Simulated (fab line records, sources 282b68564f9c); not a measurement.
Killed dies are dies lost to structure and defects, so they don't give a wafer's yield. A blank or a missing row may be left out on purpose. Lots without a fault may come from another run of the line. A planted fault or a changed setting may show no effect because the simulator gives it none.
Split-lot experiment | flow rit_cmos | 5 lots, 23 wafers read, on a route of 202 steps

THE SPLIT
At RIT_M1_EXPOSE_06 (exposes mask M12, target cd 2600 nm), the setting dose_mj was moved away from the recipe's 250 on 9 of the 23 wafers read, by -4.5% to +3.2%. The other wafers ran this setting at the recipe's value.

FROM THE SPLIT TO THE READING: what the file shows between them, 6 steps
- RIT_M1_PEB_07
- RIT_M1_DEVELOP_08: develop time 68 s
- RIT_M1_CD_MEAS_09: target cd 2600 nm
- RIT_M1_METAL_ETCH_12: etches Al in Cl2/BCl3, stops on SiO2, time 165 s, target depth 600 nm (also split here: rf_w)
- RIT_M1_STRIP_13: strips in nmp, time 600 s
- RIT_M1_STRIP_14: strips in O2, time 180 s

THE READING
cd_nm, in nm, at RIT_M1_CD_MEAS_90 (target cd 2600 nm). Fault-free wafers of this fab line usually give 2599.3 nm, standard deviation 1.8 nm.

wafer  | tool, chamber at the split | dose_mj as run | against the recipe | cd_nm, nm | against lot-mates on the recipe
L076.1 | iline_stepper-01, 0        | 250            | recipe             | 2599.4    | -
L076.2 | iline_stepper-01, 0        | 239.7          | -4.1%              | 2611.1    | +10.9
L076.4 | iline_stepper-01, 0        | 250            | recipe             | 2600.3    | -
L076.5 | iline_stepper-01, 0        | 239.7          | -4.1%              | 2610.8    | +10.6
L076.6 | iline_stepper-01, 0        | 250            | recipe             | 2601.0    | -
L078.1 | iline_stepper-02, 0        | 250            | recipe             | 2601.9    | -
L078.2 | iline_stepper-02, 0        | 258.1          | +3.2%              | 2587.0    | -13.1
L078.3 | iline_stepper-02, 0        | 258.1          | +3.2%              | 2592.3    | -7.8
L078.4 | iline_stepper-02, 0        | 250            | recipe             | 2596.8    | -
L078.5 | iline_stepper-02, 0        | 250            | recipe             | 2601.7    | -
L079.1 | iline_stepper-01, 0        | 250            | recipe             | 2599.0    | -
L079.2 | iline_stepper-01, 0        | 250            | recipe             | 2600.3    | -
L079.3 | iline_stepper-01, 0        | 250            | recipe             | 2603.4    | -
L079.5 | iline_stepper-01, 0        | 238.8          | -4.5%              | 2617.2    | +16.3
L079.6 | iline_stepper-01, 0        | 238.8          | -4.5%              | 2612.1    | +11.2
L081.1 | iline_stepper-01, 0        | 250            | recipe             | 2599.0    | -
L081.3 | iline_stepper-01, 0        | 250            | recipe             | 2599.4    | -
L081.6 | iline_stepper-01, 0        | 250            | recipe             | 2598.2    | -
L084.1 | iline_stepper-01, 0        | 258            | +3.2%              | 2595.9    | -5.4
L084.2 | iline_stepper-01, 0        | 250            | recipe             | 2599.8    | -
L084.3 | iline_stepper-01, 0        | 258            | +3.2%              | 2593.3    | -8.0
L084.4 | iline_stepper-01, 0        | 258            | +3.2%              | 2594.9    | -6.4
L084.6 | iline_stepper-01, 0        | 250            | recipe             | 2602.8    | -

THE FIT
A straight line over all 23 wafers: cd_nm changes by -2.69 nm for each +1% of dose_mj; r = -0.94; the points scatter about the line by 2.4 nm.
The same after taking each lot's own level away (the mean of its wafers on the recipe; 23 wafers): -2.72 nm for each +1%; r = -0.96; scatter 2 nm.
On that fit, the largest move of dose_mj shifts the reading by 12 nm.
The lots' own levels span 2598.87 to 2601.30 nm, that is 1.4 times the standard deviation above.
So the lot-to-lot level changes the slope little: the two slopes agree.
Check: with one of the wafers moved furthest among these (-4.5%) left out of the fit, the line predicts +11.5 nm for it against its lot-mates. It came out at +16.3 nm against them.

OTHER SPLITS ON THESE WAFERS
These wafers also went through other splits before the reading. Each is held against what the fit with the lots' levels taken away leaves over:
other split on the same wafers  | wafers away from the commonest value | r with cd_nm (lot level and that fit taken away)
RIT_PLDD_COAT_01 spin_rpm       | 8                                    | -0.19
RIT_NSD_IMPLANT_08 energy_kev   | 5                                    | +0.08
RIT_PSD_IMPLANT_08 energy_kev   | 8                                    | +0.24
RIT_SILICIDE_SPUTTER_01 power_w | 6                                    | +0.05
RIT_M1_SPUTTER_00 time_s        | 4                                    | -0.13
RIT_M1_METAL_ETCH_12 rf_w       | 10                                   | -0.66

THE WHOLE CHAIN: every reading that the file lists as answering this split, in the file's order
step                 | what it does                                                          | reading                                                   | change (the file's fit)              | r (the file's)
RIT_M1_CD_MEAS_09    | target cd 2600 nm                                                     | cd_nm                                                     | -2.81 nm for each +1% of the setting | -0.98
RIT_M1_METAL_ETCH_12 | etches Al in Cl2/BCl3, stops on SiO2, time 165 s, target depth 600 nm | M1.cd_nm (the simulator's own value, which no gauge read) | -2.8 nm for each +1% of the setting  | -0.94
RIT_M1_CD_MEAS_90    | target cd 2600 nm                                                     | cd_nm                                                     | -2.78 nm for each +1% of the setting | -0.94

THE FILE'S OWN FIT
cd_nm changes by -2.78 nm for each +1% of dose_mj, r = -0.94.
